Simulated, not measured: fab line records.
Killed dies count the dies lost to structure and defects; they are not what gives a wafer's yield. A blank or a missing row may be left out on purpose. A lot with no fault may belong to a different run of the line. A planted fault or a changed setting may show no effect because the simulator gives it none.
Shared-tool check ; flow berkeley cmos170 ; 14 lots and 42 wafers in the sample

## WHY IT WAS OPENED
UCB170_SDANNEAL_RS_MEAS_03, reading NSD_RS: flagged on 2 of 14 lots. Wafers without a fault read 37.28 ohm/sq, standard deviation 0.1.
Rule: a lot is flagged in two cases, either no wafer of it has a number, or all its wafers with numbers fall more than 4 standard deviations from that mean. As for the other lots, they are considered sound.

lot;measured;on;NSD_RS (ohm/sq), wafer by wafer;flag
L842;day 7 04:43;film metro-02;37.51 37.57 37.55;
L841;day 7 05:33;film metro-01;37.37 37.25 37.24;
L843;day 7 05:55;film metro-04;37.24 37.24 37.30;
L845;day 7 16:31;film metro-04;37.20 37.28 37.28;
L844;day 7 17:04;film metro-02;37.14 37.11 37.18;
L846;day 7 17:16;film metro-01;37.39 37.40 37.43;
L851;day 9 11:44;film metro-01;45.28 45.41 45.19;FLAGGED
L854;day 9 23:58;film metro-01;45.34 45.34 45.25;FLAGGED
L856;day 10 05:37;film metro-04;37.08 37.13 37.10;
L857;day 10 06:17;film metro-04;37.28 37.25 37.29;
L859;day 10 10:24;film metro-04;37.28 37.29 37.21;
L860;day 10 10:51;film metro-01;37.26 37.23 37.26;
L861;day 11 09:24;film metro-04;37.14 37.12 37.07;
L864;day 12 01:39;film metro-04;37.22 37.17 37.18;
The numbers of the flagged lots are 45.30 ohm/sq on average: +8.02 ohm/sq against the usual, or +80 standard deviations.

## LOT BY LOT: THE TOOL USED
The record holds 3 process steps before the reading, out of a route of 331 steps. Every cell lists first the tool, next ch and the chambers used by the sampled wafers, and last the start.
lot;flag;UCB170_NSD_PEB_04;UCB170_NSD_IMPLANT_08;UCB170_NSD_STRIP_09
L842;;litho track-01 ch 0, day 7 02:38;implanter-01 ch 0, day 7 03:04;plasma asher-04 ch 0,1, day 7 03:13
L841;;litho track-02 ch 0, day 7 03:11;implanter-01 ch 0, day 7 03:37;plasma asher-02 ch 0,1, day 7 03:44
L843;;litho track-01 ch 0, day 7 03:31;implanter-03 ch 0, day 7 03:57;plasma asher-04 ch 0,1, day 7 04:05
L845;;litho track-01 ch 0, day 7 14:38;implanter-04 ch 0, day 7 15:04;plasma asher-04 ch 1, day 7 15:13
L844;;litho track-02 ch 0, day 7 14:52;implanter-01 ch 0, day 7 15:17;plasma asher-01 ch 0,1, day 7 15:25
L846;;litho track-01 ch 0, day 7 15:06;implanter-03 ch 0, day 7 15:32;plasma asher-04 ch 0,1, day 7 15:40
L851;FLAGGED;litho track-01 ch 0, day 9 09:07;implanter-03 ch 0, day 9 09:33;plasma asher-02 ch 0,1, day 9 09:41
L854;FLAGGED;litho track-01 ch 0, day 9 21:40;implanter-03 ch 0, day 9 22:29;plasma asher-01 ch 0,1, day 9 22:38
L856;;litho track-01 ch 0, day 10 03:38;implanter-01 ch 0, day 10 04:04;plasma asher-04 ch 1, day 10 04:13
L857;;litho track-02 ch 0, day 10 03:52;implanter-04 ch 0, day 10 04:20;plasma asher-02 ch 0,1, day 10 04:28
L859;;litho track-02 ch 0, day 10 08:11;implanter-01 ch 0, day 10 08:37;plasma asher-01 ch 0,1, day 10 08:46
L860;;litho track-04 ch 0, day 10 08:31;implanter-04 ch 0, day 10 08:56;plasma asher-01 ch 0,1, day 10 09:05
L861;;litho track-04 ch 0, day 11 07:07;implanter-04 ch 0, day 11 07:32;plasma asher-02 ch 0,1, day 11 07:39
L864;;litho track-04 ch 0, day 11 23:37;implanter-01 ch 0, day 12 00:08;plasma asher-02 ch 0,1, day 12 00:15
What is done by these steps:
- UCB170_NSD_PEB_04
- UCB170_NSD_IMPLANT_08
- UCB170_NSD_STRIP_09: strips in O2.
- UCB170_SDANNEAL_RS_MEAS_03: measures by four-point-probe.

## FLAGGED AGAINST TOTAL, ONE TOOL AT A TIME (gauges that did the reading follow at the end)
step;tool;lots run;flagged;share of the flagged lots;sound lots run after its first flagged lot
UCB170_NSD_PEB_04;litho track-01;7;2;all;1 (L856)
UCB170_NSD_PEB_04;litho track-02;4;0;none;-
UCB170_NSD_PEB_04;litho track-04;3;0;none;-
UCB170_NSD_IMPLANT_08;implanter-01;6;0;none;-
UCB170_NSD_IMPLANT_08;implanter-03;4;2;all;0
UCB170_NSD_IMPLANT_08;implanter-04;4;0;none;-
UCB170_NSD_STRIP_09;plasma asher-01;4;1;some;2 (L859,L860)
UCB170_NSD_STRIP_09;plasma asher-02;5;1;some;3 (L857,L861,L864)
UCB170_NSD_STRIP_09;plasma asher-04;5;0;none;-
UCB170_SDANNEAL_RS_MEAS_03;film metro-01;5;2;all;1 (L860)
UCB170_SDANNEAL_RS_MEAS_03;film metro-02;2;0;none;-
UCB170_SDANNEAL_RS_MEAS_03;film metro-04;7;0;none;-

## WHAT THE TABLE PERMITS
3 rows of the table ran every flagged lot: litho track-01 at UCB170_NSD_PEB_04, implanter-03 at UCB170_NSD_IMPLANT_08, film metro-01 at UCB170_SDANNEAL_RS_MEAS_03.
- litho track-01 at UCB170_NSD_PEB_04 ran 7 lots, 2 of them flagged. After the first flagged lot (L856), sound lots still ran on it; a lasting fault on the whole tool would not permit that.
- implanter-03 at UCB170_NSD_IMPLANT_08 ran 4 lots, 2 of them flagged. Its last sound lot is L846 (day 7 15:32), its first flagged lot L851 (day 9 09:33): a fault that began between those two fits. Its own readings lie more than 4 standard deviations out on every wafer of the flagged lots: dose ions cm2, faraday current uA.
- film metro-01 at UCB170_SDANNEAL_RS_MEAS_03 ran 5 lots, 2 of them flagged. After the first flagged lot (L860), sound lots still ran on it; a lasting fault on the whole tool would not permit that.
Just one tool remains: implanter-03 at UCB170_NSD_IMPLANT_08.

## WHAT WAS PUT IN BY THE SIMULATOR
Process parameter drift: implanter-03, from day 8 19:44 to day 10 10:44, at UCB170_NSD_IMPLANT_08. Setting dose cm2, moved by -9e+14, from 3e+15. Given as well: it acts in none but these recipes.
Shown lots that were struck: L851, L854. The rule given above showed the same thing.
